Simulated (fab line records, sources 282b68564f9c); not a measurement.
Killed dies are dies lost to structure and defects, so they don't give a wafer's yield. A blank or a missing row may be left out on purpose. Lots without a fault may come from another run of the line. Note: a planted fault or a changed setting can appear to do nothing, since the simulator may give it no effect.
A lot that was struck, set against a sound lot | flow ritCmos | 28 out of 202 route steps
Sound: these wafers, L653.3, L653.4, L653.6. Wafers L659.1, L659.4, L659.5 were the ones struck. Last of all comes the cause.
Per side, at each step with rows, come the tool, then ch with its chambers, and then its first start. Under that, the readings that differ: sound wafers | struck wafers | difference of the means | sigmas: that difference in standard deviations of wafers without a fault.
alike: words and numbers the same on both sides, and readings whose means are apart by under 2 such deviations; not compared: readings that were withheld, readings missing a value for some wafer, numbers with overlapping values and no deviation given by the record, and bounds like >300 which may hide the same value.
Wherever a step has rows on one side only, a row that says differs or no value, or a row with sigmas, the two part there. When numbers do not overlap yet have no deviation, they are printed without sigmas and do not part them. A reading missing from all wafers of one side parts the sides only when that side holds two or more wafers.

RIT_ACTIVE_BOW_MEAS_00:
  sound on filmMetro-02, day 3 07:02; struck on filmMetro-02, day 4 13:00
  alike: INCOMING_BOW
RIT_ACTIVE_OXIDATION_01: target thk 46.8 nm, ox time 3360 s.
  sound on furnace-01 ch 0, day 3 10:32; struck on furnace-01 ch 0, day 4 13:49
reading                                      | sound            | struck            | difference | sigmas
model.SiO2_of_ACTIVE_OXIDATION_01.thkNm (nm) | 41.34 42.28 41.5 | 46.61 45.68 46.41 | +4.53      | 
  alike: oxTempC
RIT_ACTIVE_THK_MEAS_02:
  sound on filmMetro-03, day 3 12:29; struck on filmMetro-01, day 4 15:45
reading               | sound          | struck         | difference | sigmas
ACTIVE_OXIDE_THK (nm) | 41.3 42.3 41.5 | 46.6 45.7 46.4 | +4.5       | +6
then, 1 step without rows for these wafers: RIT_ACTIVE_CVD_03 (deposits Si3N4 from SiH2Cl2/NH3, target thk 150 nm, time 1500 s).
RIT_ACTIVE_THK_MEAS_04:
  sound on filmMetro-02, day 3 14:52; struck on filmMetro-02, day 4 17:56
  alike: ACTIVE_NITRIDE_THK
then, 6 steps without rows for these wafers: RIT_ACTIVE_HMDS_05 (prime time 60 s); RIT_ACTIVE_COAT_06 (resist thk 1000 nm); RIT_ACTIVE_SOFTBAKE_07 (time 60 s); RIT_ACTIVE_EXPOSE_08 (exposes mask M1, target cd 1400 nm); RIT_ACTIVE_PEB_09; RIT_ACTIVE_DEVELOP_10 (develop time 50 s).
RIT_ACTIVE_CD_MEAS_11 targets a cd of 1400 nm.
  sound on cdSem-02, day 3 15:55; struck on cdSem-02, day 4 19:03
reading   | sound                | struck               | difference | sigmas
cdNm (nm) | 1399.3 1398.0 1398.0 | 1404.9 1404.9 1402.0 | +5.5       | +2
then, 1 step without rows for these wafers: RIT_ACTIVE_HARDBAKE_12 (time 60 s).
RIT_ACTIVE_ETCH_13: etches Si3N4 in SF6, stops on SiO2, time 210 s, target depth 210 nm.
  sound on rieDiel-01 ch 1,3, day 3 16:08; struck on rieDiel-02 ch 0,2, day 4 19:31
  alike: drypumpMotorCurrentA, oesProductAu, throttleValvePct
  not compared: rfHoursCounterH
RIT_ACTIVE_STRIP_14: strips in O2, time 180 s.
  sound on plasmaAsher-02 ch 0,1, day 3 16:20; struck on plasmaAsher-02 ch 0,1, day 4 19:38
  alike: drypumpMotorCurrentA
  not compared: rfHoursCounterH
RIT_ACTIVE_CD_MEAS_90 targets a cd of 1400 nm.
  sound on cdSem-02, day 3 16:29; struck on cdSem-02, day 4 19:49
reading   | sound                | struck               | difference | sigmas
cdNm (nm) | 1398.9 1398.0 1398.2 | 1405.0 1404.8 1402.2 | +5.6       | +3
then, 4 steps without rows for these wafers: RIT_ACTIVE_CLEAN_15 (cleans in SC1, time 600 s); RIT_ACTIVE_CLEAN_16 (cleans in dHF, time 30 s); RIT_ACTIVE_CLEAN_17 (cleans in SC2, time 600 s); RIT_FOX1_OXIDATION_00 (target thk 350.7 nm, ox time 1130 s).
RIT_FOX1_THK_MEAS_01:
  sound on filmMetro-04, day 3 19:53; struck on filmMetro-02, day 4 22:52
  alike: FOX1_OXIDE_THK
then, 2 steps without rows for these wafers: RIT_FOX1_WET_ETCH_02 (etches SiO2 in BOE, target depth 350 nm, time 390 s); RIT_FOX2_OXIDATION_00 (target thk 350.7 nm, ox time 1130 s).
RIT_FOX2_THK_MEAS_01:
  sound on filmMetro-01, day 3 21:40; struck on filmMetro-04, day 5 00:57
  alike: FOX2_OXIDE_THK
then, 1 step without rows for these wafers: RIT_FOX2_CLEAN_02 (cleans in dHF, time 180 s).
RIT_FOX2_WET_ETCH_03: etches Si3N4 in H3PO4, target depth 195 nm, time 2700 s.
  sound on wetBench-04 ch 2, day 3 21:46; struck on wetBench-02 ch 1, day 5 01:04
reading                                      | sound             | struck            | difference | sigmas
model.SiO2_of_ACTIVE_OXIDATION_01.thkNm (nm) | 36.81 37.65 36.96 | 41.56 40.14 40.82 | +3.70      | 
RIT_FOX2_THK_MEAS_90:
  sound on filmMetro-03, day 3 22:32; struck on filmMetro-04, day 5 01:50
  alike: FIELD_OXIDE_LEFT_1_THK
next, for these wafers, 1 step has no rows: RIT_M1_PROBE_99.

## WHERE THEY PART
Earliest at RIT_ACTIVE_THK_MEAS_02; latest, in this record, at RIT_ACTIVE_CD_MEAS_90. Later steps at which nothing parts them and some readings are alike: RIT_FOX1_THK_MEAS_01, RIT_FOX2_THK_MEAS_01, RIT_FOX2_THK_MEAS_90.

WHY: the cause the simulator had injected
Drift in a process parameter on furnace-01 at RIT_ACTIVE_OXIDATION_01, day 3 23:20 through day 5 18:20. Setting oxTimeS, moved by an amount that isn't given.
